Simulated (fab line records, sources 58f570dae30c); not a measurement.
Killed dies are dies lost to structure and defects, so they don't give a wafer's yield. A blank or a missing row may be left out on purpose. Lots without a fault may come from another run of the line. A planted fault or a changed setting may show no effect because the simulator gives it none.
A struck lot beside a sound one | flow berkeley_cmos170 | 17 steps out of a route of 331
Sound: wafers L427.1, L427.3, L427.4. Struck: wafers L431.1, L431.2, L431.5. The cause comes at the end.
At each step with rows: each side's tool, then ch and its chambers, then its first start. Under that, the readings that differ: sound wafers | struck wafers | difference of the means | sigmas: that difference in standard deviations of wafers without a fault.
alike: readings whose means differ by less than 2 such deviations, and words and numbers that are the same on both sides. not compared: withheld readings, readings that some wafer has no value for, bounds like >300 that may hide the same value, and numbers for which the record gives no deviation and whose values overlap.
The two part at a step that has a row with sigmas, a row that says differs or no value, or rows on one side only. Numbers that don't overlap but have no deviation are shown without sigmas and don't part them. A reading that every wafer of one side lacks parts them only if that side has two wafers or more.

first, 2 steps without rows for these wafers: UCB170_M3_COAT_05 (resist thk 900 nm); UCB170_M3_SOFTBAKE_06 (time 60 s).
UCB170_M3_STRIP_07: strips in O2.
  sound on plasma_asher-01 ch 0,1, day 11 08:33; struck on plasma_asher-02 ch 0,1, day 13 02:35
  alike: drypump_motor_current_A, oes_product_au, strip_time_to_endpoint_s
  not compared: rf_hours_counter_h
then, 7 steps without rows for these wafers: UCB170_M3_STRIP_08 (strips KrF in DMSO, time 600 s); UCB170_M3_COAT_09; UCB170_M3_COAT_10 (resist thk 900 nm); UCB170_M3_SOFTBAKE_11 (time 60 s); UCB170_M3_EXPOSE_12 (exposes mask METAL3, target cd 700 nm); UCB170_M3_PEB_13; UCB170_M3_DEVELOP_14 (develop time 45 s).
UCB170_M3_CD_MEAS_15: target cd 700 nm.
  sound on cd_sem-01, day 11 10:57; struck on cd_sem-01, day 13 05:01
  alike: cd_nm
UCB170_M3_OVL_MEAS_16:
  sound on overlay-01, day 11 11:04; struck on overlay-01, day 13 05:08
  alike: M3_OVL
UCB170_M3_ETCH_17: etches BARC in N2/H2.
  sound on rie_diel-03 ch 0,2,3, day 11 11:06; struck on rie_diel-03 ch 0,2, day 13 05:11
  no value came back on the struck wafers for any of 5 readings (bias_w (W), chamber_pressure_mTorr (mTorr) and others); on the sound wafers bias_w (W) reads 99.28 99.74 100.13
UCB170_M3_METAL_ETCH_18: etches Al in Cl2/BCl3, stops on SiO2, target depth 1170 nm, time 195 s.
  sound on rie_metal-02 ch 0,1, day 11 11:08; struck on rie_metal-03 ch 0,1, day 13 05:13
  reading               | sound             | struck            | difference | sigmas
  oes_product_au (a.u.) | 0.859 0.860 0.882 | 0.376 0.368 0.373 | -0.495     | -29
  alike: bcl3_flow_sccm, bias_w, drypump_motor_current_A, throttle_valve_pct
  not compared: rf_hours_counter_h
UCB170_M3_STRIP_19: strips in O2.
  sound on plasma_asher-01 ch 0,1, day 11 11:20; struck on plasma_asher-02 ch 0,1, day 13 05:25
  alike: drypump_motor_current_A, oes_product_au
  not compared: rf_hours_counter_h
UCB170_M3_CD_MEAS_90: target cd 700 nm.
  sound on cd_sem-01, day 11 11:26; struck on cd_sem-02, day 13 05:31
  reading    | sound       | struck | difference                    | sigmas
  cd_nm (nm) | 696 695 691 | - - -  | no value on the struck wafers |
UCB170_M3_BOW_MEAS_20:
  sound on film_metro-03, day 11 11:33; struck on film_metro-02, day 13 05:38
  alike: M3_BOW

WHERE THEY PART
First at UCB170_M3_ETCH_17; last, within this record, at UCB170_M3_CD_MEAS_90. Later steps at which nothing parts them and some readings are alike: UCB170_M3_BOW_MEAS_20.

WHY: what the simulator had put in
Skipped step whole: rie_diel-03, from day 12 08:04 on, at UCB170_M3_ETCH_17. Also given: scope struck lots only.
